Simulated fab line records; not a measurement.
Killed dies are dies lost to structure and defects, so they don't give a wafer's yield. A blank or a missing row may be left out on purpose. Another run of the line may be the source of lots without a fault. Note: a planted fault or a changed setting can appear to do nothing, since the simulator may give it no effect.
fab line records + flow ritCmos
record:
- lots: 6
- wafers: 18
- lastDay: 8
route steps=202 shown ACTIVE@1 M1@202
lots untouched by any fault: they come from a run of this same line in which no faults occurred
startH: hours from the record's first day to the start of the lot's first wafer shown + waitH: hours from the lot's prior step to this one + " identical to the entry in the row above + L1.1+2: several wafers, shown together as one row + - no value, or no start given + * or withheld: withheld + < > ~ a bound
route shown NAME@n: names a module that has steps shown in the file, with the first one's number in the route + usual: the fault-free wafers' mean and standard deviation + same: alike in all rows + chamber/n: place in a boat + sites: the reading at each site + _std_site: the values' standard deviation + _edge_site: outer sites' mean less inner sites' + radiusMm: how far each site lies from the wafer's centre + mask NAME#n: copy n + behind: the most recent tool/chamber to have shaped the wafer + hold: cause of the lot's hold/its duration in hours/its outcome + device: transistor that didn't switch, given as n, p or np + end of line: the same wafers' tests at the end of the route + where a step has no rows: the recipe by itself + killed: not the wafer's yield, but the dies lost to structure and defects at the first sort + map: the dies of a wafer, with x for killed, . for not killed, _ for no die there
set.NAME: the setting the step ran with; set.NAME@STEP: the setting that earlier step ran with + model.NAME: the simulator's own value behind a step, which no gauge read
lots at some steps of the route; a table a step, a row a wafer
services: a tool's chamber out of use, with start hour (startH, from the record's first day; less than 0 if before it), hours out, and reason
== steps ==
step: RIT_ACTIVE_BOW_MEAS_00
recipe:
- mode: bow
usual:
- INCOMING_BOW: 0/6.6
| lot.wafer | tool         | chamber | startH | waitH | INCOMING_BOW[um] |
|-----------|--------------|---------|--------|-------|------------------|
| L445.3    | filmMetro-04 | -       | 10.04  | -     | -1               |
| L445.5    | "            | -       | "      | "     | -6               |
| L445.6    | "            | -       | "      | "     | -6               |
| L448.2    | filmMetro-01 | -       | 25.02  | -     | 4                |
| L448.4    | "            | -       | "      | "     | -2               |
| L448.6    | "            | -       | "      | "     | -10              |
| L465.1    | filmMetro-02 | -       | 110.00 | -     | 0                |
| L465.2    | "            | -       | "      | "     | -1               |
| L465.3    | "            | -       | "      | "     | 15               |
| L466.2    | filmMetro-02 | -       | 115.02 | -     | -2               |
| L466.4    | "            | -       | "      | "     | 0                |
| L466.5    | "            | -       | "      | "     | -10              |
| L467.2    | filmMetro-04 | -       | 120.02 | -     | -1               |
| L467.3    | "            | -       | "      | "     | -1               |
| L467.5    | "            | -       | "      | "     | 3                |
| L468.3    | filmMetro-01 | -       | 125.04 | -     | -9               |
| L468.4    | "            | -       | "      | "     | 1                |
| L468.6    | "            | -       | "      | "     | 2                |
step: RIT_ACTIVE_OXIDATION_01
recipe:
- tempC: 1000
- ambient: O2
- targetThkA: 468
- oxTimeS: 3360
step: RIT_ACTIVE_THK_MEAS_02
recipe:
- reads: SiO2_of_ACTIVE_OXIDATION_01
usual:
- ACTIVE_OXIDE_THK: 47.3/0.79
| lot.wafer | tool         | chamber | startH | waitH | ACTIVE_OXIDE_THK[nm] |
|-----------|--------------|---------|--------|-------|----------------------|
| L445.3    | filmMetro-04 | -       | 13.13  | 0.0   | 47.1                 |
| L445.5    | "            | -       | "      | "     | 47.8                 |
| L445.6    | "            | -       | "      | "     | 48.5                 |
| L448.2    | filmMetro-04 | -       | 27.99  | 0.0   | 47.9                 |
| L448.4    | "            | -       | "      | "     | 48.0                 |
| L448.6    | "            | -       | "      | "     | 48.1                 |
| L465.1    | filmMetro-01 | -       | 114.51 | 0.0   | 48.5                 |
| L465.2    | "            | -       | "      | "     | 48.4                 |
| L465.3    | "            | -       | "      | "     | 48.7                 |
| L466.2    | filmMetro-02 | -       | 125.69 | 0.0   | 46.5                 |
| L466.4    | "            | -       | "      | "     | 46.6                 |
| L466.5    | "            | -       | "      | "     | 46.3                 |
| L467.2    | filmMetro-01 | -       | 125.69 | 0.0   | 46.9                 |
| L467.3    | "            | -       | "      | "     | 47.3                 |
| L467.5    | "            | -       | "      | "     | 46.6                 |
| L468.3    | filmMetro-04 | -       | 132.46 | 0.0   | 48.7                 |
| L468.4    | "            | -       | "      | "     | 48.4                 |
| L468.6    | "            | -       | "      | "     | 48.2                 |
step: RIT_ACTIVE_CVD_03
recipe:
- material: Si3N4
- targetThkNm: 150
- tempC: 810
- precursor: SiH2Cl2/NH3
- timeS: 1500
- pressureMtorr: 300
- sih2cl2FlowSccm: 60
- nh3FlowSccm: 150
step: RIT_ACTIVE_THK_MEAS_04
recipe:
- reads: Si3N4_of_ACTIVE_CVD_03
usual:
- ACTIVE_NITRIDE_THK: 149.7/1.2
| lot.wafer | tool         | chamber | startH | waitH | ACTIVE_NITRIDE_THK[nm] |
|-----------|--------------|---------|--------|-------|------------------------|
| L445.3    | filmMetro-02 | -       | 14.61  | 0.0   | 150.0                  |
| L445.5    | "            | -       | "      | "     | 149.8                  |
| L445.6    | "            | -       | "      | "     | 150.6                  |
| L448.2    | filmMetro-02 | -       | 30.18  | 0.0   | 149.7                  |
| L448.4    | "            | -       | "      | "     | 148.9                  |
| L448.6    | "            | -       | "      | "     | 149.7                  |
| L465.1    | filmMetro-02 | -       | 115.99 | 0.0   | 149.2                  |
| L465.2    | "            | -       | "      | "     | 148.3                  |
| L465.3    | "            | -       | "      | "     | 148.3                  |
| L466.2    | filmMetro-01 | -       | 127.88 | 0.0   | 148.8                  |
| L466.4    | "            | -       | "      | "     | 149.3                  |
| L466.5    | "            | -       | "      | "     | 150.1                  |
| L467.2    | filmMetro-04 | -       | 127.88 | 0.0   | 149.2                  |
| L467.3    | "            | -       | "      | "     | 149.5                  |
| L467.5    | "            | -       | "      | "     | 149.0                  |
| L468.3    | filmMetro-02 | -       | 133.94 | 0.0   | 150.3                  |
| L468.4    | "            | -       | "      | "     | 149.5                  |
| L468.6    | "            | -       | "      | "     | 150.1                  |
step: RIT_ACTIVE_HMDS_05
recipe:
- primeTimeS: 57.66
- primeTempC: 140
step: RIT_ACTIVE_COAT_06
recipe:
- resist: NOVOLAK
- spinRpm: 3250
- resistThkNm: 1000
usual:
- chillPlateTempC: 23.00/0.12
| lot.wafer | tool          | chamber | startH | waitH | chillPlateTempC | model.NOVOLAK_of_ACTIVE_COAT_06.thkNm |
|-----------|---------------|---------|--------|-------|-----------------|---------------------------------------|
| L445.3    | lithoTrack-03 | 0       | 14.85  | 0.1   | 22.96           | 994.7                                 |
| L445.5    | "             | 0       | "      | "     | 23.06           | 994.2                                 |
| L445.6    | "             | 0       | "      | "     | 23.08           | 993.4                                 |
| L448.2    | lithoTrack-04 | 0       | 30.40  | 0.1   | 22.78           | 997.2                                 |
| L448.4    | "             | 0       | "      | "     | 22.87           | 999.8                                 |
| L448.6    | "             | 0       | "      | "     | 22.95           | 995                                   |
| L465.1    | lithoTrack-03 | 0       | 116.20 | 0.1   | 23.08           | 479.6                                 |
| L465.2    | "             | 0       | "      | "     | 22.94           | 479.8                                 |
| L465.3    | "             | 0       | "      | "     | 22.93           | 478.3                                 |
| L466.2    | lithoTrack-03 | 0       | 128.10 | 0.1   | 22.90           | 478.7                                 |
| L466.4    | "             | 0       | "      | "     | 23.00           | 478.7                                 |
| L466.5    | "             | 0       | "      | "     | 22.88           | 478                                   |
| L467.2    | lithoTrack-04 | 0       | 128.10 | 0.1   | 23.09           | 1002                                  |
| L467.3    | "             | 0       | "      | "     | 22.96           | 999.5                                 |
| L467.5    | "             | 0       | "      | "     | 23.21           | 1001                                  |
| L468.3    | lithoTrack-01 | 0       | 134.18 | 0.1   | 23.12           | 1001                                  |
| L468.4    | "             | 0       | "      | "     | 23.02           | 1000                                  |
| L468.6    | "             | 0       | "      | "     | 23.21           | 998.3                                 |
step: RIT_ACTIVE_SOFTBAKE_07
recipe:
- resist: NOVOLAK
- tempC: 90
- timeS: 60
step: RIT_ACTIVE_EXPOSE_08
recipe:
- maskId: M1
- na: 0.6
- sourceShape: conventional
- sigmaOuter: 0.6
- targetCdNm: 1400
- doseMj: 225
step: RIT_ACTIVE_PEB_09
recipe:
- resist: NOVOLAK
- tempC: withheld
- timeS: withheld
step: RIT_ACTIVE_DEVELOP_10
recipe:
- resist: NOVOLAK
- developTimeS: 50
- devTempC: 23
step: RIT_ACTIVE_CD_MEAS_11
recipe:
- targetCdNm: 1400
usual:
- cdNm: 1400.5/2.6
| lot.wafer | tool     | chamber | startH | waitH | hold                    | cdNm   |
|-----------|----------|---------|--------|-------|-------------------------|--------|
| L445.3    | cdSem-02 | -       | 15.66  | -     | -                       | 1397.5 |
| L445.5    | "        | -       | "      | "     | -                       | 1400.4 |
| L445.6    | "        | -       | "      | "     | -                       | 1399.9 |
| L448.2    | cdSem-01 | -       | 31.22  | -     | -                       | 1402.3 |
| L448.4    | "        | -       | "      | "     | -                       | 1400.2 |
| L448.6    | "        | -       | "      | "     | -                       | 1399.4 |
| L465.1    | cdSem-02 | -       | 116.90 | -     | awaitDispo/0.2h/release | 1327.9 |
| L465.2    | "        | -       | "      | "     | awaitDispo/0.2h/release | 1329.5 |
| L465.3    | "        | -       | "      | "     | awaitDispo/0.2h/release | 1328.8 |
| L465.1    | cdSem-02 | -       | 117.18 | 0.3   | -                       | 1328.1 |
| L465.2    | "        | -       | "      | "     | -                       | 1329.0 |
| L465.3    | "        | -       | "      | "     | -                       | 1328.8 |
| L466.2    | cdSem-02 | -       | 128.80 | -     | awaitDispo/0.2h/release | 1348.3 |
| L466.4    | "        | -       | "      | "     | awaitDispo/0.2h/release | 1348.0 |
| L466.5    | "        | -       | "      | "     | awaitDispo/0.2h/release | 1348.7 |
| L466.2    | cdSem-02 | -       | 129.08 | 0.3   | -                       | 1348.7 |
| L466.4    | "        | -       | "      | "     | -                       | 1347.9 |
| L466.5    | "        | -       | "      | "     | -                       | 1348.7 |
| L467.2    | cdSem-01 | -       | 129.04 | -     | -                       | 1406.3 |
| L467.3    | "        | -       | "      | "     | -                       | 1403.7 |
| L467.5    | "        | -       | "      | "     | -                       | 1406.0 |
| L468.3    | cdSem-01 | -       | 134.99 | -     | -                       | 1399.5 |
| L468.4    | "        | -       | "      | "     | -                       | 1399.3 |
| L468.6    | "        | -       | "      | "     | -                       | 1399.1 |
step: RIT_ACTIVE_ETCH_13
recipe:
- stopOn: SiO2
- chemistry: SF6
- target: Si3N4
- timeS: 210
- overEtchFrac: 0.4
- SF6_flow_sccm: 200
- pressureMtorr: 260
- rfW: 125
- targetDepthA: 2100
usual:
- SF6_flow_sccm: 200.0/0.57
- drypumpMotorCurrentA: 5.7/0.38
- oesProductAu: 0.829/0.011
- throttleValvePct: 7.48/0.12
| lot.wafer | tool       | chamber | startH | waitH | SF6_flow_sccm | drypumpMotorCurrentA | oesProductAu | rfHoursCounterH | throttleValvePct | model.NOVOLAK_of_ACTIVE_COAT_06.thkNm | model.ACTIVE.cdNm |
|-----------|------------|---------|--------|-------|---------------|----------------------|--------------|-----------------|------------------|---------------------------------------|-------------------|
| L445.3    | rieDiel-04 | 2       | 15.89  | 0.1   | 201.0         | 5.2                  | 0.828        | 154             | 7.60             | 644.8                                 | 1398              |
| L445.5    | "          | 2       | "      | "     | 200.5         | 5.2                  | 0.829        | -               | 7.63             | 645.4                                 | 1400              |
| L445.6    | "          | 3       | "      | "     | 200.1         | 5.8                  | 0.822        | -               | 7.62             | 647.8                                 | 1400              |
| L448.2    | rieDiel-04 | 0       | 31.52  | 0.1   | 200.0         | 5.6                  | 0.841        | 8               | 7.62             | 646.5                                 | 1402              |
| L448.4    | "          | 2       | "      | "     | 200.1         | 5.2                  | 0.826        | 154             | 7.63             | 648.5                                 | -                 |
| L448.6    | "          | 3       | "      | "     | 200.1         | 5.9                  | 0.833        | -               | 7.63             | 649.7                                 | 1400              |
| L465.1    | rieDiel-04 | 1       | 120.28 | 0.1   | 200.5         | 5.6                  | 0.832        | 119             | 7.44             | 198.1                                 | 1328              |
| L465.2    | "          | 3       | "      | "     | 200.7         | 5.9                  | 0.827        | 42              | 7.62             | 198.7                                 | 1329              |
| L465.3    | "          | 0       | "      | "     | 200.6         | 5.6                  | 0.830        | 10              | 7.64             | 184.7                                 | 1329              |
| L467.2    | rieDiel-04 | 0       | 129.29 | 0.1   | 199.2         | 5.6                  | 0.837        | 10              | 7.63             | 642.1                                 | 1406              |
| L467.3    | "          | 1       | "      | "     | 200.0         | 5.6                  | 0.829        | 119             | 7.43             | 655.3                                 | 1403              |
| L467.5    | "          | 3       | "      | "     | 200.6         | 5.9                  | 0.820        | -               | 7.63             | 657.9                                 | 1406              |
| L466.2    | rieDiel-02 | 2       | 132.54 | 0.1   | 200.1         | 5.9                  | 0.808        | 52              | 7.32             | 194.5                                 | 1349              |
| L466.4    | "          | 1       | "      | "     | 200.3         | 5.6                  | 0.818        | 119             | 7.50             | 197                                   | 1348              |
| L466.5    | "          | 2       | "      | "     | 200.0         | 5.9                  | 0.810        | -               | 7.31             | 192.2                                 | 1349              |
| L468.3    | rieDiel-01 | 2       | 135.22 | 0.1   | 199.1         | 6.7                  | 0.823        | 44              | 7.30             | 661.6                                 | 1400              |
| L468.4    | "          | 1       | "      | "     | 199.8         | 5.6                  | 0.816        | 21              | 7.32             | 650.8                                 | 1399              |
| L468.6    | "          | 3       | "      | "     | 199.7         | 5.8                  | 0.821        | -               | 7.48             | 653.6                                 | 1399              |
step: RIT_ACTIVE_STRIP_14
recipe:
- chemistry: O2
- timeS: 180
- resist: NOVOLAK
- platenTempC: withheld
- powerW: 500
- pressureMtorr: 4000
- o2FlowSccm: 4000
usual:
- drypumpMotorCurrentA: 5.6/0.37
| lot.wafer | tool           | chamber | startH | waitH | drypumpMotorCurrentA | rfHoursCounterH |
|-----------|----------------|---------|--------|-------|----------------------|-----------------|
| L445.3    | plasmaAsher-03 | 1       | 16.09  | 0.1   | 5.5                  | -               |
| L445.5    | "              | 0       | "      | "     | 6.2                  | -               |
| L445.6    | "              | 1       | "      | "     | 5.5                  | -               |
| L448.2    | plasmaAsher-01 | 0       | 31.65  | 0.1   | 5.1                  | 24              |
| L448.4    | "              | 0       | "      | "     | 5.1                  | -               |
| L448.6    | "              | 1       | "      | "     | 5.7                  | -               |
| L465.1    | plasmaAsher-01 | 1       | 120.42 | 0.1   | 5.7                  | 34              |
| L465.2    | "              | 0       | "      | "     | 5.1                  | 34              |
| L465.3    | "              | 1       | "      | "     | 5.8                  | -               |
| L467.2    | plasmaAsher-04 | 1       | 129.42 | 0.1   | 5.7                  | 48              |
| L467.3    | "              | 0       | "      | "     | 5.9                  | -               |
| L467.5    | "              | 0       | "      | "     | 5.9                  | -               |
| L466.2    | plasmaAsher-03 | 0       | 132.67 | 0.1   | 6.3                  | 44              |
| L466.4    | "              | 1       | "      | "     | 5.5                  | -               |
| L466.5    | "              | 1       | "      | "     | 5.5                  | -               |
| L468.3    | plasmaAsher-03 | 0       | 135.41 | 0.1   | 6.3                  | -               |
| L468.4    | "              | 1       | "      | "     | 5.5                  | -               |
| L468.6    | "              | 0       | "      | "     | 6.2                  | -               |
step: RIT_M1_PROBE_99
usual:
- killedAtContacts: 0.0/0.2
- killedAtFrontEnd: 7.0/2.8
- killedDies: 7.0/2.8
- killedOpen: 3.4/1.9
- killedShort: 3.6/2
same:
- grossDies: 264
- killed_at_M0_to_M3: 0
- killed_at_M4_up: 0
- killedAtBackSide: 0
- killedAtOther: 0
| lot.wafer | tool      | chamber | startH | waitH | killedAtContacts | killedAtFrontEnd | killedDies | killedOpen | killedShort |
|-----------|-----------|---------|--------|-------|------------------|------------------|------------|------------|-------------|
| L448.2    | prober-01 | -       | 75.67  | 0.1   | 0                | 7                | 7          | 4          | 3           |
| L448.4    | prober-01 | -       | 75.77  | 0.2   | 0                | 5                | 5          | 2          | 3           |
| L448.6    | prober-01 | -       | 75.87  | 0.2   | 0                | 10               | 10         | 5          | 5           |
| L465.1    | prober-02 | -       | 174.11 | 0.1   | 0                | 5                | 5          | 4          | 1           |
| L465.2    | prober-02 | -       | 174.16 | 0.1   | 0                | 8                | 8          | 3          | 5           |
| L465.3    | prober-02 | -       | 174.21 | 0.2   | 0                | 9                | 9          | 5          | 4           |
| L466.2    | prober-02 | -       | 184.84 | 0.1   | 0                | 6                | 6          | 4          | 2           |
| L466.4    | prober-02 | -       | 184.94 | 0.2   | 0                | 8                | 8          | 6          | 2           |
| L466.5    | prober-02 | -       | 184.99 | 0.2   | 0                | 7                | 7          | 1          | 6           |
killed by level:class
L448.2 FOX2:geometricParticle:short=2 SILICIDE:geometricParticle:open=2 FOX1:geometricParticle:open=1 GATE:geometricParticle:short=1 SPACER:geometricParticle:open=1
L448.4 GATE:geometricParticle:open=2 FOX1:geometricParticle:short=1 FOX2:geometricParticle:short=1 REOX:geometricParticle:short=1
L448.6 GATE:geometricParticle:short=4 GATE:geometricParticle:open=3 FOX1:geometricParticle:open=1 FOX2:geometricParticle:open=1 FOX2:geometricParticle:short=1
L465.1 REOX:geometricParticle:open=3 GATE:geometricParticle:open=1 SPACER:geometricParticle:short=1
L465.2 GATE:geometricParticle:short=3 GATE:geometricParticle:open=2 FOX1:geometricParticle:open=1 REOX:geometricParticle:short=1 SILICIDE:geometricParticle:short=1
L465.3 GATE:geometricParticle:short=4 GATE:geometricParticle:open=3 FOX1:geometricParticle:open=2
L466.2 GATE:geometricParticle:short=2 GATE:geometricParticle:open=2 REOX:geometricParticle:open=1 SPACER:geometricParticle:open=1
L466.4 SILICIDE:geometricParticle:open=4 GATE:geometricParticle:open=2 FOX1:geometricParticle:short=1 GATE:geometricParticle:short=1
L466.5 GATE:geometricParticle:short=3 FOX2:geometricParticle:short=2 FOX1:geometricParticle:short=1 SILICIDE:geometricParticle:open=1
== services ==
| tool           | chamber | startH | hours | kind          |
|----------------|---------|--------|-------|---------------|
| rieDiel-04     | 1       | 0.12   | 6.2   | repair        |
| plasmaAsher-04 | -       | 5.19   | 4.1   | repair        |
| rieDiel-04     | -       | 48.21  | 0.6   | repair        |
| rieDiel-01     | 2       | 86.21  | 4.9   | repair        |
| rieDiel-02     | 0       | 101.08 | -     | clean         |
| rieDiel-02     | 0       | 101.08 | 14.1  | scheduledDown |
| rieDiel-02     | 0       | 101.08 | 14.1  | ventCycle     |
| rieDiel-04     | 2       | 118.80 | -     | clean         |
| rieDiel-04     | 2       | 118.80 | 17.5  | scheduledDown |
| rieDiel-04     | 2       | 118.80 | 17.5  | ventCycle     |
| rieDiel-01     | 2       | 127.52 | 1.4   | repair        |
| rieDiel-02     | 0       | 129.28 | 2.8   | repair        |
| rieDiel-01     | -       | 129.32 | 0.4   | repair        |
| plasmaAsher-01 | -       | 132.24 | 3.4   | repair        |
== key ==
firstSign:
- step: RIT_ACTIVE_CD_MEAS_11
- reading: visit
- direction: added
- through: controlLoop
effect:
- step: RIT_ACTIVE_CD_MEAS_11
- reading: cdNm
- direction: down
- sigmas: 24
- usual: 1400.5
- struck: 1338.5
- through: controlLoop
modelEffect:
- step: RIT_ACTIVE_COAT_06
- value: NOVOLAK_of_ACTIVE_COAT_06.thkNm
- without: 997.6
- struck: 478.9
modelEffect:
- step: RIT_ACTIVE_ETCH_13
- value: NOVOLAK_of_ACTIVE_COAT_06.thkNm
- without: 648.7
- struck: 194.2
metAt RIT_ACTIVE_COAT_06
struckWafers L465.1,L465.2,L465.3,L466.2,L466.4,L466.5
testerLeftOut L465,L466
loopTrim:
- step: RIT_ACTIVE_EXPOSE_08
- setting: dose
- lots: L466
onsetBetween 14.85 116.20
fault:
- kind: processParameterDrift
- tool: lithoTrack-03
- chamber: -
- onsetH: 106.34
- steps: RIT_ACTIVE_COAT_06
- channel: resistThkNm
- offset: -520
- shape: step
- endH: 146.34
- actsIn: theseRecipesOnly
- stated: 1000
testerLeftOut: of these lots the tester's yield and bins aren't shown, on N5 and GAA mostly nor the transistor test; their killed dies are dies lost to structure and defects alone, not to doping, threshold or leakage, so they don't give the yield
loopTrim: a control loop set the setting to another value than it would have without faults
